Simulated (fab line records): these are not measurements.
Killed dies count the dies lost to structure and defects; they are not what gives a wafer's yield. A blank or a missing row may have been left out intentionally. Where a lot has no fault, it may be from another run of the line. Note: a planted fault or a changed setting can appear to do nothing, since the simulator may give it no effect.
fab line records -- flow rit_cmos
record lots=15, wafers=45, last_day=7
route steps=202 shown FOX1@21 PWELL@48 PRETRO@73 GATE@89 M1@202
lots that met no fault: from a run of the same line without faults
start_h: the number of hours between the record's first day and the start of the first shown wafer of the lot -- wait_h: hours from the lot's prior step to this one -- " the same as in the row above -- L1.1+2: a row that stands for several wafers -- - no value, or no start was given -- * or withheld: withheld -- < > ~ a bound
route shown NAME@n: NAME is a module with steps in the file, n the number in the route of the first one -- usual: the fault-free wafers' mean and standard deviation -- same: alike in all rows -- chamber/n: place in a boat -- sites: each site's reading -- _std_site: the values' standard deviation -- _edge_site: outer sites' mean less inner sites' -- radius_mm: for every site, how far away it sits from the centre of the wafer -- mask NAME#n: copy n -- behind: the tool/chamber that last shaped the wafer -- hold: why the lot went on hold/how many hours it stayed there/how the hold came to an end -- device: names the non-switching transistor (n, p or np) -- end of line: the route-end tests of the same wafers -- a step given without rows: its recipe and nothing more -- killed: at the first sort, the dies lost to defects and structure; wafer yield is something else -- map: shows each die of a wafer: x if killed, . if not, _ if none is there
set.NAME: the run value of the setting; set.NAME@STEP: its run value at that earlier step -- model.NAME: the simulator's own value behind a step, which no gauge read
a sample of lots followed through the steps of the route, with each step as a table and each wafer as a row
services: when a tool's chamber went out of use (start_h, in hours from the record's first day, below 0 if earlier), for how many hours, and the reason
## steps
# step RIT_FOX1_THK_MEAS_01
# recipe reads=SiO2_of_FOX1_OXIDATION_00
# usual FOX1_OXIDE_THK=354/6.3
lot.wafer,tool,chamber,start_h,wait_h,FOX1_OXIDE_THK[nm]
L981.4,film_metro-01,-,17.38,0.0,347
L981.5,film_metro-01,-,17.38,0.0,354
L981.6,film_metro-01,-,17.38,0.0,351
L982.2,film_metro-04,-,22.32,0.0,347
L982.5,film_metro-04,-,22.32,0.0,356
L982.6,film_metro-04,-,22.32,0.0,346
L983.2,film_metro-01,-,26.90,0.0,361
L983.4,film_metro-01,-,26.90,0.0,367
L983.5,film_metro-01,-,26.90,0.0,364
L984.1,film_metro-03,-,31.99,0.0,352
L984.5,film_metro-03,-,31.99,0.0,346
L984.6,film_metro-03,-,31.99,0.0,350
L985.1,film_metro-03,-,37.93,0.0,358
L985.4,film_metro-03,-,37.93,0.0,355
L985.6,film_metro-03,-,37.93,0.0,351
L986.1,film_metro-04,-,44.45,0.0,347
L986.4,film_metro-04,-,44.45,0.0,353
L986.6,film_metro-04,-,44.45,0.0,349
L989.1,film_metro-03,-,58.17,0.0,364
L989.3,film_metro-03,-,58.17,0.0,365
L989.4,film_metro-03,-,58.17,0.0,368
L991.2,film_metro-01,-,68.38,0.0,353
L991.4,film_metro-01,-,68.38,0.0,356
L991.6,film_metro-01,-,68.38,0.0,353
L992.1,film_metro-04,-,74.87,0.0,357
L992.4,film_metro-04,-,74.87,0.0,353
L992.6,film_metro-04,-,74.87,0.0,360
L993.3,film_metro-01,-,79.60,0.0,346
L993.4,film_metro-01,-,79.60,0.0,340
L993.5,film_metro-01,-,79.60,0.0,346
L994.2,film_metro-01,-,81.90,0.0,342
L994.4,film_metro-01,-,81.90,0.0,350
L994.5,film_metro-01,-,81.90,0.0,342
L995.1,film_metro-01,-,89.01,0.0,354
L995.3,film_metro-01,-,89.01,0.0,363
L995.4,film_metro-01,-,89.01,0.0,358
L998.2,film_metro-01,-,103.38,0.0,352
L998.5,film_metro-01,-,103.38,0.0,360
L998.6,film_metro-01,-,103.38,0.0,355
L102.2,film_metro-03,-,123.77,0.0,343
L102.3,film_metro-03,-,123.77,0.0,345
L102.6,film_metro-03,-,123.77,0.0,347
L104.1,film_metro-04,-,134.25,0.0,359
L104.2,film_metro-04,-,134.25,0.0,366
L104.4,film_metro-04,-,134.25,0.0,360
# step RIT_PWELL_STRIP_09
# recipe chemistry=O2, time_s=180, resist=NOVOLAK, platen_temp_c=withheld, power_w=500, pressure_mtorr=4000, o2_flow_sccm=4000
# usual drypump_motor_current_A=6.0/0.46, o2_flow_sccm=4001/12
lot.wafer,tool,chamber,start_h,wait_h,drypump_motor_current_A,o2_flow_sccm,rf_hours_counter_h
L981.4,plasma_asher-04,0,22.71,0.1,5.4,3997,-
L981.5,plasma_asher-04,0,22.71,0.1,5.4,4001,-
L981.6,plasma_asher-04,1,22.71,0.1,5.1,4010,-
L982.2,plasma_asher-01,1,28.66,0.1,6.3,3991,23
L982.5,plasma_asher-01,0,28.66,0.1,5.8,3994,-
L982.6,plasma_asher-01,1,28.66,0.1,6.3,4009,-
L983.2,plasma_asher-01,1,33.09,0.1,6.3,4006,24
L983.4,plasma_asher-01,1,33.09,0.1,6.3,3997,-
L983.5,plasma_asher-01,1,33.09,0.1,6.3,3987,-
L984.1,plasma_asher-02,0,37.56,0.1,6.5,3981,39
L984.5,plasma_asher-02,0,37.56,0.1,6.6,4005,-
L984.6,plasma_asher-02,1,37.56,0.1,5.7,4001,-
L985.1,plasma_asher-02,0,44.30,0.1,6.6,4016,39
L985.4,plasma_asher-02,1,44.30,0.1,5.7,4006,-
L985.6,plasma_asher-02,0,44.30,0.1,6.6,4005,-
L986.1,plasma_asher-02,1,49.74,0.1,5.7,4005,40
L986.4,plasma_asher-02,0,49.74,0.1,6.6,3993,-
L986.6,plasma_asher-02,1,49.74,0.1,5.7,3996,-
L989.1,plasma_asher-04,0,65.92,0.1,5.4,4001,42
L989.3,plasma_asher-04,0,65.92,0.1,5.4,3986,-
L989.4,plasma_asher-04,1,65.92,0.1,5.0,4011,-
L991.2,plasma_asher-02,1,74.69,0.1,5.7,3988,43
L991.4,plasma_asher-02,1,74.69,0.1,5.7,4002,-
L991.6,plasma_asher-02,0,74.69,0.1,6.6,3992,-
L992.1,plasma_asher-02,1,80.50,0.1,5.7,4023,43
L992.4,plasma_asher-02,0,80.50,0.1,6.6,4004,-
L992.6,plasma_asher-02,0,80.50,0.1,6.6,4009,-
L993.3,plasma_asher-01,0,85.06,0.1,5.8,3995,-
L993.4,plasma_asher-01,1,85.06,0.1,6.3,4004,-
L993.5,plasma_asher-01,1,85.06,0.1,6.3,4027,-
L994.2,plasma_asher-02,0,87.20,0.1,6.6,4020,44
L994.4,plasma_asher-02,0,87.20,0.1,6.6,4020,-
L994.5,plasma_asher-02,0,87.20,0.1,6.6,4004,-
L995.1,plasma_asher-01,0,95.79,0.1,5.8,4009,30
L995.3,plasma_asher-01,1,95.79,0.1,6.2,4006,-
L995.4,plasma_asher-01,0,95.79,0.1,5.8,4010,-
L998.2,plasma_asher-01,0,111.23,0.1,5.8,3993,32
L998.5,plasma_asher-01,1,111.23,0.1,6.2,3986,-
L998.6,plasma_asher-01,0,111.23,0.1,5.8,3988,-
L102.2,plasma_asher-02,1,130.27,0.1,5.7,4008,48
L102.3,plasma_asher-02,0,130.27,0.1,6.6,4012,-
L102.6,plasma_asher-02,1,130.27,0.1,5.7,4010,-
L104.1,plasma_asher-01,1,141.13,0.1,6.3,3988,36
L104.2,plasma_asher-01,0,141.13,0.1,5.9,3981,36
L104.4,plasma_asher-01,0,141.13,0.1,5.9,3993,-
# step RIT_PRETRO_STRIP_09
# recipe chemistry=O2, time_s=180, resist=NOVOLAK, platen_temp_c=withheld, power_w=500, pressure_mtorr=4000, o2_flow_sccm=4000
# usual drypump_motor_current_A=5.7/0.56, o2_flow_sccm=4000/12
lot.wafer,tool,chamber,start_h,wait_h,drypump_motor_current_A,o2_flow_sccm,rf_hours_counter_h
L981.4,plasma_asher-02,1,31.29,0.1,5.7,3991,-
L981.5,plasma_asher-02,1,31.29,0.1,5.7,3979,-
L981.6,plasma_asher-02,0,31.29,0.1,6.6,3999,-
L982.2,plasma_asher-03,0,37.21,0.1,6.4,4026,40
L982.5,plasma_asher-03,0,37.21,0.1,6.4,4013,-
L982.6,plasma_asher-03,1,37.21,0.1,5.3,3989,-
L983.2,plasma_asher-03,0,41.76,0.1,6.4,3980,40
L983.4,plasma_asher-03,1,41.76,0.1,5.3,3991,-
L983.5,plasma_asher-03,0,41.76,0.1,6.4,3993,-
L984.1,plasma_asher-03,1,46.72,0.1,5.3,3995,41
L984.5,plasma_asher-03,0,46.72,0.1,6.4,3996,-
L984.6,plasma_asher-03,1,46.72,0.1,5.3,4013,-
L985.1,plasma_asher-02,1,52.85,0.1,5.7,3999,40
L985.4,plasma_asher-02,0,52.85,0.1,6.6,3992,-
L985.6,plasma_asher-02,1,52.85,0.1,5.7,3992,-
L986.1,plasma_asher-04,1,58.29,0.1,5.0,4010,41
L986.4,plasma_asher-04,0,58.29,0.1,5.4,4002,-
L986.6,plasma_asher-04,0,58.29,0.1,5.4,3994,-
L989.1,plasma_asher-04,1,74.47,0.1,5.1,4021,43
L989.3,plasma_asher-04,0,74.47,0.1,5.4,4009,-
L989.4,plasma_asher-04,1,74.47,0.1,5.1,3994,-
L991.2,plasma_asher-04,1,83.37,0.1,5.0,4004,44
L991.4,plasma_asher-04,0,83.37,0.1,5.4,3990,-
L991.6,plasma_asher-04,1,83.37,0.1,5.0,4014,-
L992.1,plasma_asher-02,0,89.12,0.1,6.6,3999,44
L992.4,plasma_asher-02,1,89.12,0.1,5.7,3993,-
L992.6,plasma_asher-02,0,89.12,0.1,6.6,4034,-
L993.3,plasma_asher-02,1,95.20,0.1,5.7,4003,-
L993.4,plasma_asher-02,0,95.20,0.1,6.6,3977,-
L993.5,plasma_asher-02,1,95.20,0.1,5.7,3990,-
L994.2,plasma_asher-04,0,95.90,0.1,5.4,4009,45
L994.4,plasma_asher-04,1,95.90,0.1,5.0,4008,-
L994.5,plasma_asher-04,1,95.90,0.1,5.1,4005,-
L995.1,plasma_asher-03,0,104.47,0.1,6.4,3994,46
L995.3,plasma_asher-03,0,104.47,0.1,6.4,3996,-
L995.4,plasma_asher-03,1,104.47,0.1,5.3,4002,-
L998.2,plasma_asher-03,1,119.91,0.1,5.3,3999,48
L998.5,plasma_asher-03,0,119.91,0.1,6.4,4003,-
L998.6,plasma_asher-03,1,119.91,0.1,5.2,3991,-
L102.2,plasma_asher-03,1,139.00,0.1,5.3,3994,50
L102.3,plasma_asher-03,1,139.00,0.1,5.3,4011,-
L102.6,plasma_asher-03,1,139.00,0.1,5.3,4007,-
L104.1,plasma_asher-03,1,149.83,0.1,5.2,3975,51
L104.2,plasma_asher-03,0,149.83,0.1,6.4,3987,51
L104.4,plasma_asher-03,1,149.83,0.1,5.3,4006,-
# step RIT_GATE_EXPOSE_13
# recipe mask_id=M6, na=0.6, source_shape=conventional, sigma_outer=0.6, target_cd_nm=150, dose_mj=380
# usual focus_offset_nm=0.0/0.51
lot.wafer,tool,chamber,start_h,wait_h,mask,focus_offset_nm
L981.4,iline_stepper-02,0,35.55,0.1,M6#0,0.5
L981.5,iline_stepper-02,0,35.55,0.1,M6#0,-0.4
L981.6,iline_stepper-02,0,35.55,0.1,M6#0,0.6
L982.2,iline_stepper-02,0,42.90,0.1,M6#0,-0.1
L982.5,iline_stepper-02,0,42.90,0.1,M6#0,-0.1
L982.6,iline_stepper-02,0,42.90,0.1,M6#0,0.1
L983.2,iline_stepper-02,0,46.02,0.1,M6#0,-0.1
L983.4,iline_stepper-02,0,46.02,0.1,M6#0,0.5
L983.5,iline_stepper-02,0,46.02,0.1,M6#0,-0.2
L984.1,iline_stepper-01,0,51.09,0.2,M6#0,0.1
L984.5,iline_stepper-01,0,51.09,0.2,M6#0,0.1
L984.6,iline_stepper-01,0,51.09,0.2,M6#0,0.8
L985.1,iline_stepper-02,0,57.36,0.2,M6#0,0.1
L985.4,iline_stepper-02,0,57.36,0.2,M6#0,-0.1
L985.6,iline_stepper-02,0,57.36,0.2,M6#0,0.8
L986.1,iline_stepper-02,0,65.22,0.1,M6#0,0.9
L986.4,iline_stepper-02,0,65.22,0.1,M6#0,0.2
L986.6,iline_stepper-02,0,65.22,0.1,M6#0,0.2
L989.1,iline_stepper-02,0,80.66,0.1,M6#0,0.1
L989.3,iline_stepper-02,0,80.66,0.1,M6#0,-0.7
L989.4,iline_stepper-02,0,80.66,0.1,M6#0,-0.1
L991.2,iline_stepper-02,0,89.90,0.2,M6#0,0.0
L991.4,iline_stepper-02,0,89.90,0.2,M6#0,-0.5
L991.6,iline_stepper-02,0,89.90,0.2,M6#0,-0.7
L992.1,iline_stepper-02,0,97.02,0.1,M6#0,0.1
L992.4,iline_stepper-02,0,97.02,0.1,M6#0,1.3
L992.6,iline_stepper-02,0,97.02,0.1,M6#0,0.2
L993.3,iline_stepper-01,0,100.33,0.2,M6#0,0.1
L993.4,iline_stepper-01,0,100.33,0.2,M6#0,0.2
L993.5,iline_stepper-01,0,100.33,0.2,M6#0,1.2
L994.2,iline_stepper-01,0,101.48,0.1,M6#0,0.3
L994.4,iline_stepper-01,0,101.48,0.1,M6#0,0.2
L994.5,iline_stepper-01,0,101.48,0.1,M6#0,0.4
L995.1,iline_stepper-02,0,111.66,0.2,M6#0,0.0
L995.3,iline_stepper-02,0,111.66,0.2,M6#0,0.0
L995.4,iline_stepper-02,0,111.66,0.2,M6#0,0.4
L998.2,iline_stepper-02,0,126.34,0.2,M6#0,-0.1
L998.5,iline_stepper-02,0,126.34,0.2,M6#0,0.7
L998.6,iline_stepper-02,0,126.34,0.2,M6#0,-0.2
L102.2,iline_stepper-01,0,144.27,0.3,M6#0,0.6
L102.3,iline_stepper-01,0,144.27,0.3,M6#0,-0.8
L102.6,iline_stepper-01,0,144.27,0.3,M6#0,0.2
L104.1,iline_stepper-01,0,156.13,0.2,M6#0,0.0
L104.2,iline_stepper-01,0,156.13,0.2,M6#0,0.2
L104.4,iline_stepper-01,0,156.13,0.2,M6#0,-0.7
# step RIT_GATE_OVL_MEAS_17
# usual GATE_OVL=-0.6/1.3
lot.wafer,tool,chamber,start_h,wait_h,GATE_OVL[nm]
L981.4,overlay-02,-,36.03,0.1,-5.1
L981.5,overlay-02,-,36.03,0.1,-3.0
L981.6,overlay-02,-,36.03,0.1,-2.9
L982.2,overlay-01,-,43.40,0.1,-0.9
L982.5,overlay-01,-,43.40,0.1,-2.6
L982.6,overlay-01,-,43.40,0.1,0.6
L983.2,overlay-02,-,46.53,0.1,-2.7
L983.4,overlay-02,-,46.53,0.1,-1.0
L983.5,overlay-02,-,46.53,0.1,-2.8
L984.1,overlay-02,-,51.61,0.1,-2.0
L984.5,overlay-02,-,51.61,0.1,-0.1
L984.6,overlay-02,-,51.61,0.1,0.0
L985.1,overlay-01,-,57.90,0.1,1.0
L985.4,overlay-01,-,57.90,0.1,0.2
L985.6,overlay-01,-,57.90,0.1,1.5
L986.1,overlay-02,-,65.84,0.1,0.9
L986.4,overlay-02,-,65.84,0.1,-0.5
L986.6,overlay-02,-,65.84,0.1,-0.7
L989.1,overlay-02,-,81.18,0.1,-1.4
L989.3,overlay-02,-,81.18,0.1,-3.1
L989.4,overlay-02,-,81.18,0.1,-1.8
L991.2,overlay-02,-,90.40,0.1,-0.9
L991.4,overlay-02,-,90.40,0.1,-0.3
L991.6,overlay-02,-,90.40,0.1,-0.1
L992.1,overlay-02,-,97.64,0.1,5.9
L992.4,overlay-02,-,97.64,0.1,4.2
L992.6,overlay-02,-,97.64,0.1,5.8
L993.3,overlay-02,-,100.83,0.1,-0.2
L993.4,overlay-02,-,100.83,0.1,-0.7
L993.5,overlay-02,-,100.83,0.1,-1.4
L994.2,overlay-02,-,101.99,0.1,0.6
L994.4,overlay-02,-,101.99,0.1,-0.3
L994.5,overlay-02,-,101.99,0.1,0.4
L995.1,overlay-01,-,112.18,0.1,5.1
L995.3,overlay-01,-,112.18,0.1,5.2
L995.4,overlay-01,-,112.18,0.1,4.3
L998.2,overlay-02,-,126.84,0.1,4.1
L998.5,overlay-02,-,126.84,0.1,7.8
L998.6,overlay-02,-,126.84,0.1,3.8
L102.2,overlay-01,-,144.80,0.1,0.0
L102.3,overlay-01,-,144.80,0.1,-2.4
L102.6,overlay-01,-,144.80,0.1,-2.3
L104.1,overlay-01,-,156.65,0.1,-0.7
L104.2,overlay-01,-,156.65,0.1,0.2
L104.4,overlay-01,-,156.65,0.1,1.2
# step RIT_M1_PROBE_99
# usual killed_at_M0_to_M3=0.0/0.12, killed_at_contacts=0.1/0.24, killed_at_front_end=7.1/3, killed_dies=7.2/3, killed_open=3.7/2, killed_short=3.5/2
# same gross_dies=264, killed_at_M4_up=0, killed_at_back_side=0, killed_at_other=0
lot.wafer,tool,chamber,start_h,wait_h,killed_at_M0_to_M3,killed_at_contacts,killed_at_front_end,killed_dies,killed_open,killed_short
L989.1,prober-01,-,102.77,0.1,0,0,8,8,4,4
L989.3,prober-01,-,102.87,0.2,0,0,8,8,5,3
L989.4,prober-01,-,102.92,0.2,0,0,5,5,3,2
L992.1,prober-02,-,118.67,0.1,0,0,3,3,2,1
L992.4,prober-02,-,118.82,0.2,0,0,7,7,3,4
L992.6,prober-02,-,118.92,0.2,0,0,7,7,4,3
# killed by level:class
L989.1 REOX:geometric_particle:open=3 GATE:geometric_particle:short=1 GATE:geometric_particle:open=1 REOX:geometric_particle:short=1 SPACER:geometric_particle:short=1 SILICIDE:geometric_particle:short=1
L989.3 REOX:geometric_particle:open=2 FOX1:geometric_particle:short=1 GATE:geometric_particle:open=1 GATE:geometric_particle:short=1 REOX:geometric_particle:short=1 SPACER:geometric_particle:open=1 SILICIDE:geometric_particle:open=1
L989.4 SPACER:geometric_particle:open=2 FOX1:geometric_particle:open=1 GATE:geometric_particle:short=1 REOX:geometric_particle:short=1
L992.1 SPACER:geometric_particle:open=2 SILICIDE:geometric_particle:short=1
L992.4 REOX:geometric_particle:open=2 FOX1:geometric_particle:open=1 FOX1:geometric_particle:short=1 GATE:geometric_particle:short=1 REOX:geometric_particle:short=1 SPACER:geometric_particle:short=1
L992.6 GATE:geometric_particle:short=2 SILICIDE:geometric_particle:open=2 FOX2:geometric_particle:open=1 GATE:geometric_particle:open=1 SPACER:geometric_particle:short=1
## services
tool,chamber,start_h,hours,kind
plasma_asher-01,-,12.17,14.6,pm
plasma_asher-03,-,20.85,0.4,repair
plasma_asher-02,-,34.92,0.8,repair
iline_stepper-01,-,42.90,2.1,pm
iline_stepper-01,-,44.98,-,consumable_replace:lamp
plasma_asher-03,-,66.92,2.8,pm
iline_stepper-02,-,68.03,1.7,pm
iline_stepper-01,-,93.41,1.7,pm
plasma_asher-04,-,108.75,9.0,pm
plasma_asher-04,0,108.75,9.0,vent_cycle
plasma_asher-04,1,108.75,9.0,vent_cycle
plasma_asher-04,0,117.75,-,clean
plasma_asher-04,1,117.75,-,clean
plasma_asher-04,-,135.51,1.5,repair
iline_stepper-01,-,135.73,3.9,repair
## key
first_sign step=RIT_GATE_OVL_MEAS_17, reading=GATE_OVL, direction=up, sigmas=4.4, usual=-0.6, struck=5.1
effect none on later readings
met_at RIT_GATE_EXPOSE_13
struck_lots L992,L995,L998
tester_left_out L992,L995,L998
not_acting_at RIT_FOX1_THK_MEAS_01,RIT_PWELL_STRIP_09,RIT_PRETRO_STRIP_09
onset_between 89.90 97.02
fault kind=scanner_matching_overlay, tool=iline_stepper-02, chamber=-, onset_h=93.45, steps=RIT_GATE_EXPOSE_13, offset=5.4909
# tester_left_out: of these lots the tester's yield and bins aren't shown, on N5 and GAA mostly nor the transistor test; their killed dies are dies lost to structure and defects alone, not to doping, threshold or leakage, so they don't give the yield
